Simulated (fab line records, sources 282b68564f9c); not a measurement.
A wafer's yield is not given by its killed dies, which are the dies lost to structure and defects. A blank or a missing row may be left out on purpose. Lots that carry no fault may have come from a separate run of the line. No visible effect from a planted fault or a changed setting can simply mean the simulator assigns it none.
Problem report in the 8D (eight disciplines) form, filled by code || flow rit-cmos || the parts of the form that need people (team, actions taken, sign-off) are left out

## 1. THE ISSUE
Mean CONTACT_TEOS_THK at RIT_CONTACT_THK_MEAS_01: 440 nm over 2 wafers in 2 lots; fault-free wafers: 399 nm, standard deviation 5.6. That puts it +7.2 standard deviations away from the usual mean.
Seen first at day 6 05:28 on film-metro-04, wafer L696.5. The record holds 42 wafers of 14 lots with a number at this step. Rule for "out", or "out of limits": more than 4 standard deviations from the usual mean. Any other wafer with a number is counted as sound.

## 2. WHAT IT IS; WHAT IT IS NOT
{"question": "which readings at this step", "is": "CONTACT_TEOS_THK", "is not": "-"}
{"question": "which lots", "is": "L696, L699", "is not": "L683, L684, L685, L686, L687, L688, L689, L690, L701, L703, L705, L706"}
{"question": "which wafers of those lots", "is": "L696.5, L699.1", "is not": "L696.2, L696.4, L699.2, L699.5"}
{"question": "read on which gauges", "is": "film-metro-03, film-metro-04", "is not": "film-metro-01"}
{"question": "when", "is": "from day 6 05:28", "is not": "up to then (26 sound wafers); but 14 sound wafers of L699, L701, L703, L705, L706 came after"}

## 3. WHAT RULES OUT EACH SUSPECT
Counting: if a tool at a process step up to the reading ran every lot that is out, it stays a suspect. Sound lots after the first of them don't rule it out here, since some wafers of a struck lot are sound.
- ruled out: the gauge at RIT_CONTACT_THK_MEAS_01. The wafers that are out were read on 2 gauges (film-metro-03, film-metro-04).
- pecvd-03 at RIT_CONTACT_CVD_00 (deposits SiO2 from TEOS, target thk 400 nm, time 61 s): kept. It processed each lot that is out (first: L696, day 6 05:25); up to then, its last sound lot is L690 (day 4 13:42). Its own run-length-s readings are out on those wafers.
- In pecvd-03 at RIT_CONTACT_CVD_00, the wafers that are out were processed in chamber 0 and their sound lot-mates in chambers 1, 2.
Left after counting: pecvd-03 at RIT_CONTACT_CVD_00.

## 4. THE CAUSE (what the simulator had put in)
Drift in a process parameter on pecvd-03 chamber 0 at RIT_CONTACT_CVD_00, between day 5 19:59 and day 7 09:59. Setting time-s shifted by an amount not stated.
After counting, this tool was the only one left.

## 5. THE EFFECT CHAIN, in route order
Rows list readings where the struck wafers' mean (over those with a number) sits beyond 3 standard deviations from the usual. Readings are gone through only where the record gives a usual standard deviation; hours: the median, over the lots, of the time from a lot's start at the first step in this table giving one to that lot's start at this step; sigmas: the change measured in usual standard deviations.
{"hours": 0, "step": "RIT_CONTACT_CVD_00", "reading": "run-length-s", "usual": "88.9 s", "on struck wafers": 95.8, "change": "+6.8", "sigmas": "+13"}
{"hours": 0, "step": "RIT_CONTACT_THK_MEAS_01", "reading": "CONTACT_TEOS_THK", "usual": "399 nm", "on struck wafers": 440, "change": "+40", "sigmas": "+7.2"}
Here are the process steps it includes:
- RIT_CONTACT_CVD_00: deposits SiO2 from TEOS, target thk 400 nm, time 61 s.

## 6. HOW IT WOULD HAVE BEEN CAUGHT EARLIER
9 hours passed between the start of the fault at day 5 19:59 and the first reading out of limits at a measuring or inspecting step in this record, taken at day 6 05:28.
At RIT_CONTACT_CVD_00, the tool's own readings (run-length-s) were out on each struck wafer the step has a row for, so an alarm limit on them would have fired on the first such wafer.
Of the lots that are out (2), L699 began RIT_CONTACT_CVD_00 on pecvd-03 after day 6 05:28. Putting the tool on hold at that point would have spared it.
